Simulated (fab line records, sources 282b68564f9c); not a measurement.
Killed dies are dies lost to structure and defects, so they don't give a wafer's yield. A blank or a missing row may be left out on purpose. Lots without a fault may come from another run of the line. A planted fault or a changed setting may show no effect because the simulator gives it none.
A struck lot beside a sound one | flow rit_cmos | 43 steps out of a route of 202
Sound: wafers L269.3, L269.4, L269.6. Struck: wafers L274.2, L274.3. (L274.1 of the same lot was not struck and is left out.) The cause comes at the end.
At each step with rows: each side's tool, then ch and its chambers, then its first start. Under that, the readings that differ: sound wafers | struck wafers | difference of the means | sigmas: that difference in standard deviations of wafers without a fault.
alike: readings whose means differ by less than 2 such deviations, and words and numbers that are the same on both sides. not compared: withheld readings, readings that some wafer has no value for, bounds like >300 that may hide the same value, and numbers for which the record gives no deviation and whose values overlap.
The two part at a step that has a row with sigmas, a row that says differs or no value, or rows on one side only. Numbers that don't overlap but have no deviation are shown without sigmas and don't part them. A reading that every wafer of one side lacks parts them only if that side has two wafers or more.

first, 1 step without rows for these wafers: RIT_SPACER_CVD_03 (deposits Si3N4 from SiH2Cl2/NH3, target thk 250 nm, time 3300 s).
RIT_SPACER_THK_MEAS_04:
  sound on film_metro-01, day 4 05:35; struck on film_metro-03, day 5 03:17
  reading                 | sound             | struck      | difference | sigmas
  SPACER_NITRIDE_THK (nm) | 247.9 244.4 247.8 | 256.0 254.1 | +8.3       | +3
RIT_SPACER_ETCHBACK_05: etches Si3N4 in SF6/CHF3, stops on SiO2, target depth 250 nm, time 240 s.
  sound on rie_diel-02 ch 2,3, day 4 05:38; struck on rie_diel-03 ch 2,3, day 5 03:20
  reading               | sound             | struck      | difference | sigmas
  oes_product_au (a.u.) | 0.816 0.824 0.819 | 0.841 0.857 | +0.029     | +2
  alike: drypump_motor_current_A, throttle_valve_pct
  not compared: rf_hours_counter_h
then, 6 steps without rows for these wafers: RIT_NSD_HMDS_00 (prime time 60 s); RIT_NSD_COAT_01 (resist thk 1000 nm); RIT_NSD_SOFTBAKE_02 (time 60 s); RIT_NSD_EXPOSE_03 (exposes mask M9, target cd 40700 nm); RIT_NSD_PEB_04; RIT_NSD_DEVELOP_05 (develop time 50 s).
RIT_NSD_OVL_MEAS_06:
  sound on overlay-01, day 4 06:43; struck on overlay-01, day 5 04:20
  alike: NSD_OVL
then, 2 steps without rows for these wafers: RIT_NSD_HARDBAKE_07 (time 60 s); RIT_NSD_IMPLANT_08.
RIT_NSD_STRIP_09: strips in O2, time 180 s.
  sound on plasma_asher-02 ch 0,1, day 4 07:06; struck on plasma_asher-04 ch 0, day 5 04:41
  alike: drypump_motor_current_A
  not compared: rf_hours_counter_h
RIT_NSD_TW_MEAS_10:
  sound on film_metro-04, day 4 07:14; struck on film_metro-01, day 5 04:51
  alike: NSD_TW
then, 6 steps without rows for these wafers: RIT_PSD_HMDS_00 (prime time 60 s); RIT_PSD_COAT_01 (resist thk 1000 nm); RIT_PSD_SOFTBAKE_02 (time 60 s); RIT_PSD_EXPOSE_03 (exposes mask M10, target cd 40900 nm); RIT_PSD_PEB_04; RIT_PSD_DEVELOP_05 (develop time 50 s).
RIT_PSD_OVL_MEAS_06:
  sound on overlay-01, day 4 08:16; struck on overlay-02, day 5 05:58
  alike: PSD_OVL
then, 2 steps without rows for these wafers: RIT_PSD_HARDBAKE_07 (time 60 s); RIT_PSD_IMPLANT_08.
RIT_PSD_STRIP_09: strips in O2, time 180 s.
  sound on plasma_asher-04 ch 0,1, day 4 08:39; struck on plasma_asher-03 ch 0, day 5 06:26
  alike: drypump_motor_current_A
  not compared: rf_hours_counter_h
RIT_PSD_TW_MEAS_10:
  sound on film_metro-04, day 4 08:47; struck on film_metro-02, day 5 06:37
  alike: PSD_TW
then, 3 steps without rows for these wafers: RIT_SDANNEAL_CLEAN_00 (cleans in SC1, time 600 s); RIT_SDANNEAL_CLEAN_01 (cleans in dHF, time 30 s); RIT_SDANNEAL_CLEAN_02 (cleans in SC2, time 600 s).
RIT_SDANNEAL_RTA_03: time 5 s.
  sound on rtp_anneal-02 ch 0, day 4 09:13; struck on rtp_anneal-01 ch 0, day 5 07:04
  alike: ramp_up_c_per_s, wafer_temp_C_max
RIT_SDANNEAL_RS_MEAS_04: measures by four-point-probe.
  sound on film_metro-04, day 4 09:17; struck on film_metro-02, day 5 07:08
  alike: PSD_RS
RIT_SDANNEAL_RS_MEAS_05: measures by four-point-probe.
  sound on film_metro-04, day 4 09:25; struck on film_metro-02, day 5 07:15
  alike: NSD_RS
RIT_SDANNEAL_RS_MEAS_06: measures by four-point-probe.
  sound on film_metro-04, day 4 09:32; struck on film_metro-02, day 5 07:22
  alike: PLDD_RS
RIT_SDANNEAL_RS_MEAS_07: measures by four-point-probe.
  sound on film_metro-04, day 4 09:39; struck on film_metro-02, day 5 07:29
  alike: NLDD_RS
then, 2 steps without rows for these wafers: RIT_SILICIDE_WET_ETCH_00 (etches SiO2 in BOE, target depth 14 nm, time 15 s); RIT_SILICIDE_SPUTTER_01 (material Ti, target thk 30 nm, time 240 s).
RIT_SILICIDE_RS_MEAS_02: measures by four-point-probe.
  sound on film_metro-02, day 4 09:56; struck on film_metro-04, day 5 07:46
  alike: SILICIDE_TI_RS
RIT_SILICIDE_THK_MEAS_03: measures by xrf.
  sound on film_metro-02, day 4 10:02; struck on film_metro-04, day 5 07:53
  alike: SILICIDE_TI_THK
RIT_SILICIDE_RTA_04: time 10 s, ramp up 5 s, ramp down 5 s.
  sound on rtp_anneal-01 ch 0, day 4 10:05; struck on rtp_anneal-02 ch 0, day 5 07:57
  alike: wafer_temp_C_max
then, 1 step without rows for these wafers: RIT_SILICIDE_WET_ETCH_05 (etches Ti in SPM, time 120 s).
RIT_SILICIDE_RTA_06: time 10 s, ramp up 5 s, ramp down 10 s.
  sound on rtp_anneal-02 ch 0, day 4 10:15; struck on rtp_anneal-01 ch 0, day 5 08:04
  alike: wafer_temp_C_max
then, 1 step without rows for these wafers: RIT_CONTACT_CVD_00 (deposits SiO2 from TEOS, target thk 400 nm, time 61 s).
RIT_CONTACT_THK_MEAS_01:
  sound on film_metro-01, day 4 10:22; struck on film_metro-01, day 5 08:11
  alike: CONTACT_TEOS_THK
RIT_M1_PROBE_99:
  sound on prober-02, day 4 16:46; struck on prober-01, day 5 14:26
  reading             | sound | struck | difference | sigmas
  killed_at_front_end | 8 5 4 | 35 32  | +28        | +10
  killed_dies         | 8 5 4 | 35 32  | +28        | +10
  killed_on_rim       | 3 3 1 | 6 7    | +4         | +3
  alike: killed_at_contacts, killed_open, killed_short

WHERE THEY PART
First at RIT_SPACER_THK_MEAS_04; last, within this record, at RIT_M1_PROBE_99.

WHY: what the simulator had put in
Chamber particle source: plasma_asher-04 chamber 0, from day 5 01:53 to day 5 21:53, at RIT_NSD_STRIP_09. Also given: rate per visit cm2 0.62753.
